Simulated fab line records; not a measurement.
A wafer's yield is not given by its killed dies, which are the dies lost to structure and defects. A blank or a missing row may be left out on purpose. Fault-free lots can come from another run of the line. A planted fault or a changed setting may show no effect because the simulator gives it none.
Which tool was responsible? || flow rit cmos || 42 wafers from 14 lots sampled at 2 of the route's 202 steps

## WHAT THE GAUGES SHOWED, per wafer
The record holds no reading of a measuring or inspecting step that can be judged against a usual standard deviation.

## TOOL THAT RAN EACH LOT (tool first, then ch and the chambers of the sampled wafers, then the start)
{"lot": "L614", "RIT_M1_SPUTTER_00": "pvd sputter-02, day 3 09:05", "RIT_M1_PROBE_99": "-"}
{"lot": "L616", "RIT_M1_SPUTTER_00": "pvd sputter-02, day 3 17:27", "RIT_M1_PROBE_99": "-"}
{"lot": "L617", "RIT_M1_SPUTTER_00": "pvd sputter-02, day 4 01:07", "RIT_M1_PROBE_99": "prober-01, day 4 05:28"}
{"lot": "L619", "RIT_M1_SPUTTER_00": "pvd sputter-01, day 4 12:59", "RIT_M1_PROBE_99": "-"}
{"lot": "L620", "RIT_M1_SPUTTER_00": "pvd sputter-03, day 4 14:45", "RIT_M1_PROBE_99": "-"}
{"lot": "L621", "RIT_M1_SPUTTER_00": "pvd sputter-01, day 4 23:11", "RIT_M1_PROBE_99": "-"}
{"lot": "L624", "RIT_M1_SPUTTER_00": "pvd sputter-03, day 5 13:33", "RIT_M1_PROBE_99": "-"}
{"lot": "L626", "RIT_M1_SPUTTER_00": "pvd sputter-01, day 5 21:00", "RIT_M1_PROBE_99": "-"}
{"lot": "L625", "RIT_M1_SPUTTER_00": "pvd sputter-03, day 5 22:19", "RIT_M1_PROBE_99": "-"}
{"lot": "L628", "RIT_M1_SPUTTER_00": "pvd sputter-02, day 6 11:10", "RIT_M1_PROBE_99": "prober-01, day 6 15:26"}
{"lot": "L629", "RIT_M1_SPUTTER_00": "pvd sputter-01, day 6 13:32", "RIT_M1_PROBE_99": "prober-02, day 6 17:41"}
{"lot": "L633", "RIT_M1_SPUTTER_00": "pvd sputter-01, day 7 09:26", "RIT_M1_PROBE_99": "-"}
{"lot": "L634", "RIT_M1_SPUTTER_00": "pvd sputter-03, day 7 14:32", "RIT_M1_PROBE_99": "prober-02, day 7 18:34"}
{"lot": "L636", "RIT_M1_SPUTTER_00": "pvd sputter-03, day 7 21:40", "RIT_M1_PROBE_99": "prober-02, day 8 01:59"}
- RIT_M1_SPUTTER_00: material Al, target thk 400 nm, time 500 s.
- RIT_M1_PROBE_99

## AS READ BY THE TOOLS THEMSELVES (means over the sampled wafers that have a number; for cases with no such wafer, the mark the record gives instead)
RIT_M1_SPUTTER_00.
{"lot": "L614", "tool": "pvd sputter-02", "chamber pressure pa (Pa)": 0.4011, "throttle valve pct (%)": 30.1}
{"lot": "L616", "tool": "pvd sputter-02", "chamber pressure pa (Pa)": 0.4001, "throttle valve pct (%)": 29.7}
{"lot": "L617", "tool": "pvd sputter-02", "chamber pressure pa (Pa)": 0.3991, "throttle valve pct (%)": 29.8}
{"lot": "L619", "tool": "pvd sputter-01", "chamber pressure pa (Pa)": 0.4002, "throttle valve pct (%)": 30.1}
{"lot": "L620", "tool": "pvd sputter-03", "chamber pressure pa (Pa)": 0.4006, "throttle valve pct (%)": 28.8}
{"lot": "L621", "tool": "pvd sputter-01", "chamber pressure pa (Pa)": 0.3999, "throttle valve pct (%)": 28.9}
{"lot": "L624", "tool": "pvd sputter-03", "chamber pressure pa (Pa)": 0.3997, "throttle valve pct (%)": 29.3}
{"lot": "L626", "tool": "pvd sputter-01", "chamber pressure pa (Pa)": 0.4001, "throttle valve pct (%)": 31.1}
{"lot": "L625", "tool": "pvd sputter-03", "chamber pressure pa (Pa)": 0.4000, "throttle valve pct (%)": 28.4}
{"lot": "L628", "tool": "pvd sputter-02", "chamber pressure pa (Pa)": 0.3999, "throttle valve pct (%)": 30.2}
{"lot": "L629", "tool": "pvd sputter-01", "chamber pressure pa (Pa)": 0.3918, "throttle valve pct (%)": 29.5}
{"lot": "L633", "tool": "pvd sputter-01", "chamber pressure pa (Pa)": 0.3925, "throttle valve pct (%)": 29.5}
{"lot": "L634", "tool": "pvd sputter-03", "chamber pressure pa (Pa)": 0.4001, "throttle valve pct (%)": 29.4}
{"lot": "L636", "tool": "pvd sputter-03", "chamber pressure pa (Pa)": 0.4006, "throttle valve pct (%)": 29.8}

RIT_M1_PROBE_99.
{"lot": "L617", "tool": "prober-01", "defect limited yield (%)": 97.3, "killed_at_M0_to_M3": 0.0, "killed at contacts": 0.0, "killed at front end": 7, "killed dies": 7, "killed open": 4.3, "killed short": 2.7, "sort_bin_3_pad_short (%)": 0.1, "sort_bin_5_function (%)": 1.1, "sort_bin_6_memory (%)": 1.4, "sort n pass": 257, "sort yield pct (%)": 97.3}
{"lot": "L628", "tool": "prober-01", "defect limited yield (%)": 96.6, "killed_at_M0_to_M3": 0.0, "killed at contacts": 0.0, "killed at front end": 9, "killed dies": 9, "killed open": 6.0, "killed short": 3.0, "sort_bin_3_pad_short (%)": 0.4, "sort_bin_5_function (%)": 1.4, "sort_bin_6_memory (%)": 1.6, "sort n pass": 255, "sort yield pct (%)": 96.6}
{"lot": "L629", "tool": "prober-02", "defect limited yield (%)": 96.8, "killed_at_M0_to_M3": 0.0, "killed at contacts": 0.0, "killed at front end": 8, "killed dies": 8, "killed open": 4.3, "killed short": 4.0, "sort_bin_3_pad_short (%)": 0.0, "sort_bin_5_function (%)": 1.4, "sort_bin_6_memory (%)": 1.8, "sort n pass": 256, "sort yield pct (%)": 96.8}
{"lot": "L634", "tool": "prober-02", "defect limited yield (%)": 98.2, "killed_at_M0_to_M3": 0.0, "killed at contacts": 0.0, "killed at front end": 5, "killed dies": 5, "killed open": 2.3, "killed short": 2.3, "sort_bin_3_pad_short (%)": 0.0, "sort_bin_5_function (%)": 0.8, "sort_bin_6_memory (%)": 1.0, "sort n pass": 259, "sort yield pct (%)": 98.2}
{"lot": "L636", "tool": "prober-02", "defect limited yield (%)": 96.7, "killed_at_M0_to_M3": 0.0, "killed at contacts": 0.0, "killed at front end": 9, "killed dies": 9, "killed open": 4.0, "killed short": 4.7, "sort_bin_3_pad_short (%)": 0.3, "sort_bin_5_function (%)": 1.5, "sort_bin_6_memory (%)": 1.5, "sort n pass": 255, "sort yield pct (%)": 96.7}

## THE ANSWER, worked out from the rows above alone
Rule: usual is defined by the lots themselves. The widest of any qualifying gaps counts: lots, ordered by their means at a reading, are off when they make up no more than a third of the lots, leave a main group of 4 or more, and stand apart from it by 3 or more times the standard deviation of that group's means. A main group whose means are all the same, to the digits that the tables above print for the reading, isn't used. A lot without any number at a reading at which 4 lots or more have one is off too. Any other lot the step has rows for is counted as sound. First the gauges in route order, then the tools' own readings, where a lot's mean is used as printed above. At the first step where some lot is off, the reading lying furthest off is the one used; lots without a number count as furthest.
Off at RIT_M1_SPUTTER_00 (chamber pressure pa): L629, L633. The main group: mean 0.4001 Pa, standard deviation 0.00048.
A tool fits if, at that step or a process step before it, it ran every lot that is off, and no sound lot after the first of them. One fits: RIT_M1_SPUTTER_00 on pvd sputter-01. Its last sound lot is L626 (day 5 21:00), its first lot that is off L629 (day 6 13:32): a fault that began between those two fits.
On the lots that are off, the tool's own readings at RIT_M1_SPUTTER_00 differ by more than 5 times the standard deviation of the sound lots' means, which bears it out; chamber pressure pa reads 0.3921 Pa there versus 0.4001 Pa on the sound lots.

## WHAT THE SIMULATOR PUT IN
Process parameters drifting: pvd sputter-01 at RIT_M1_SPUTTER_00, beginning at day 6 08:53. From 0.4, the setting chamber pressure pa moved by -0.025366. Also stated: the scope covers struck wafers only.
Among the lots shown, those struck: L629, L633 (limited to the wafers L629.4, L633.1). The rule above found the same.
